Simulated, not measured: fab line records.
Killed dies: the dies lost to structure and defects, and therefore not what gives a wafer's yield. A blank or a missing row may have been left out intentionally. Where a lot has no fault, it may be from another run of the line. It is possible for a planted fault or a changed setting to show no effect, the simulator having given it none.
One fault seen from 2 desks | flow berkeley cmos170 | only its own numbers are on each desk; what lay behind them is given at the end

== FROM THE METROLOGY DESK ==
What the gauges read for every lot (on any tool): the sampled wafers with a number, averaged. Any lot whose mean is over 4 standard deviations away from the usual mean is out of limits and marked OUT; that distance is given in the brackets.
Columns: A = NWELL_TW at UCB170_NWELL_TW_MEAS_16, usual 1240; B = ACTIVE_NITRIDE_THK at UCB170_ACTIVE_THK_MEAS_06, usual 219.2 nm
lot  | first seen here | A              | B
L647 | day 2 13:28     | 1230           | 218.9
L648 | day 3 00:14     | 1229           | 221.6
L650 | day 3 08:42     | 1228           | 219.8
L651 | day 3 18:01     | 1252           | 218.4
L652 | day 3 18:16     | 1228           | 215.8
L655 | day 4 05:11     | 1448 (+19) OUT | 218.6
L657 | day 4 16:44     | 1431 (+17) OUT | 220.9
L660 | day 5 08:40     | 1253           | 218.5
L661 | day 5 17:43     | 1232           | 222.8
L662 | day 5 23:57     | 1251           | 220.6
L664 | day 6 07:35     | 1226           | 216.8
L666 | day 6 17:16     | 1253           | 219.8
L668 | day 7 00:11     | 1257           | 219.9
L667 | day 7 00:40     | 1235           | 218.0
Finding of this desk: L655, L657 out of limits, first seen on L655 at day 4 05:11 (NWELL_TW at UCB170_NWELL_TW_MEAS_16). Within limits: L647, L648, L650, L651, L652, L660, L661, L662, L664, L666, L668, L667.

== FOR THE TOOL OWNER'S DESK: implanter-04 ==
For each lot that ran on this tool, the mean over its sampled wafers that have a number, from the tool's own readings at UCB170_NWELL_IMPLANT_14. Any lot whose mean is over 4 standard deviations away from the usual mean is out of limits and marked OUT; that distance is given in the brackets.
Columns: A = dose ions cm2 at UCB170_NWELL_IMPLANT_14, usual 9.997e+12; B = faraday current uA at UCB170_NWELL_IMPLANT_14, usual 31.7
lot  | first seen here | A                           | B
L650 | day 3 08:27     | 9.983e+12                   | 32.0
L652 | day 3 18:01     | 9.997e+12                   | 31.4
L655 | day 4 04:56     | 1.601e+13 (+99 or more) OUT | 50.8 (+34) OUT
L657 | day 4 16:31     | 1.599e+13 (+99 or more) OUT | 50.8 (+34) OUT
L668 | day 6 23:56     | 1.000e+13                   | 31.8
Finding of this desk: L655, L657 out of limits; the first was L655 at day 4 04:56, on dose ions cm2 at UCB170_NWELL_IMPLANT_14. Within limits: L650, L652, L668.

== BROUGHT TOGETHER ==
On L655, L657, at day 4 04:56, an alarm was possible from the tool owner's desk.
Metrology desk: alarm possible at day 4 05:11 on L655, L657.
UCB170_NWELL_IMPLANT_14 was run on implanter-04 by each of the lots named.

== WHAT HAD BEEN PUT IN BY THE SIMULATOR ==
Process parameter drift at UCB170_NWELL_IMPLANT_14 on implanter-04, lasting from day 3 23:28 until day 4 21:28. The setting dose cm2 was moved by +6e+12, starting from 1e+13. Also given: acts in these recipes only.
Shown lots that were struck: L655, L657.
Delay (hours) between the fault's onset and each desk's first out-of-limits reading: 5 at the tool owner's desk, 6 at the metrology desk.
